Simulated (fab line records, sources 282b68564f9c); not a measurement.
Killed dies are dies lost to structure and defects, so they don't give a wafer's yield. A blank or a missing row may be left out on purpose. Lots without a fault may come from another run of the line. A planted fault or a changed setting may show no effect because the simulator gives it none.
A struck lot beside a sound one | flow rit_cmos | 26 steps out of a route of 202
Sound: wafers L766.1, L766.3, L766.5. Struck: wafers L774.2, L774.4, L774.6. The cause comes at the end.
At each step with rows: each side's tool, then ch and its chambers, then its first start. Under that, the readings that differ: sound wafers | struck wafers | difference of the means | sigmas: that difference in standard deviations of wafers without a fault.
alike: readings whose means differ by less than 2 such deviations, and words and numbers that are the same on both sides. not compared: withheld readings, readings that some wafer has no value for, bounds like >300 that may hide the same value, and numbers for which the record gives no deviation and whose values overlap.
The two part at a step that has a row with sigmas, a row that says differs or no value, or rows on one side only. Numbers that don't overlap but have no deviation are shown without sigmas and don't part them. A reading that every wafer of one side lacks parts them only if that side has two wafers or more.

first, 2 steps without rows for these wafers: RIT_REOX_CLEAN_02 (cleans in SC2, time 600 s); RIT_REOX_OXIDATION_03 (target thk 25.2 nm, ox time 5580 s).
RIT_REOX_THK_MEAS_04:
  sound on film_metro-02, day 4 15:41; struck on film_metro-01, day 6 03:28
  alike: REOX_OXIDE_THK
then, 6 steps without rows for these wafers: RIT_NLDD_HMDS_00 (prime time 60 s); RIT_NLDD_COAT_01 (resist thk 1000 nm); RIT_NLDD_SOFTBAKE_02 (time 60 s); RIT_NLDD_EXPOSE_03 (exposes mask M7, target cd 40700 nm); RIT_NLDD_PEB_04; RIT_NLDD_DEVELOP_05 (develop time 50 s).
RIT_NLDD_OVL_MEAS_06:
  sound on overlay-01, day 4 16:35; struck on overlay-02, day 6 04:37
  alike: NLDD_OVL
then, 2 steps without rows for these wafers: RIT_NLDD_HARDBAKE_07 (time 60 s); RIT_NLDD_IMPLANT_08.
RIT_NLDD_STRIP_09: strips in O2, time 180 s.
  sound on plasma_asher-04 ch 0,1, day 4 16:56; struck on plasma_asher-01 ch 1, day 6 04:57
  no value came back on the struck wafers for chamber_pressure_mTorr (mTorr), drypump_motor_current_A (A); on the sound wafers chamber_pressure_mTorr (mTorr) reads 4000 3991 3999
  reading                                   | sound | struck          | difference | sigmas
  model.NOVOLAK_of_NLDD_COAT_01.thk_nm (nm) | 0 0 0 | 883 886.1 885.8 | +885       |
  not compared: rf_hours_counter_h
RIT_NLDD_TW_MEAS_10:
  sound on film_metro-01, day 4 17:06; struck on film_metro-04, day 6 05:08
  alike: NLDD_TW
then, 6 steps without rows for these wafers: RIT_PLDD_HMDS_00 (prime time 60 s); RIT_PLDD_COAT_01 (resist thk 1000 nm); RIT_PLDD_SOFTBAKE_02 (time 60 s); RIT_PLDD_EXPOSE_03 (exposes mask M8, target cd 40900 nm); RIT_PLDD_PEB_04; RIT_PLDD_DEVELOP_05 (develop time 50 s).
RIT_PLDD_OVL_MEAS_06:
  sound on overlay-01, day 4 18:08; struck on overlay-01, day 6 06:10
  alike: PLDD_OVL
then, 2 steps without rows for these wafers: RIT_PLDD_HARDBAKE_07 (time 60 s); RIT_PLDD_IMPLANT_08.
RIT_PLDD_STRIP_09: strips in O2, time 180 s.
  sound on plasma_asher-01 ch 0,1, day 4 18:28; struck on plasma_asher-02 ch 0,1, day 6 06:29
  alike: chamber_pressure_mTorr, drypump_motor_current_A
  not compared: rf_hours_counter_h
RIT_PLDD_TW_MEAS_10:
  sound on film_metro-04, day 4 18:39; struck on film_metro-01, day 6 06:41
  reading | sound          | struck   | difference | sigmas
  PLDD_TW | 2328 2339 2336 | 30 30 30 | -2304      | -99 or more
then, 1 step without rows for these wafers: RIT_SPACER_CLEAN_00 (cleans in SC1, time 600 s).

WHERE THEY PART
First at RIT_NLDD_STRIP_09; last, within this record, at RIT_PLDD_TW_MEAS_10.

WHY: what the simulator had put in
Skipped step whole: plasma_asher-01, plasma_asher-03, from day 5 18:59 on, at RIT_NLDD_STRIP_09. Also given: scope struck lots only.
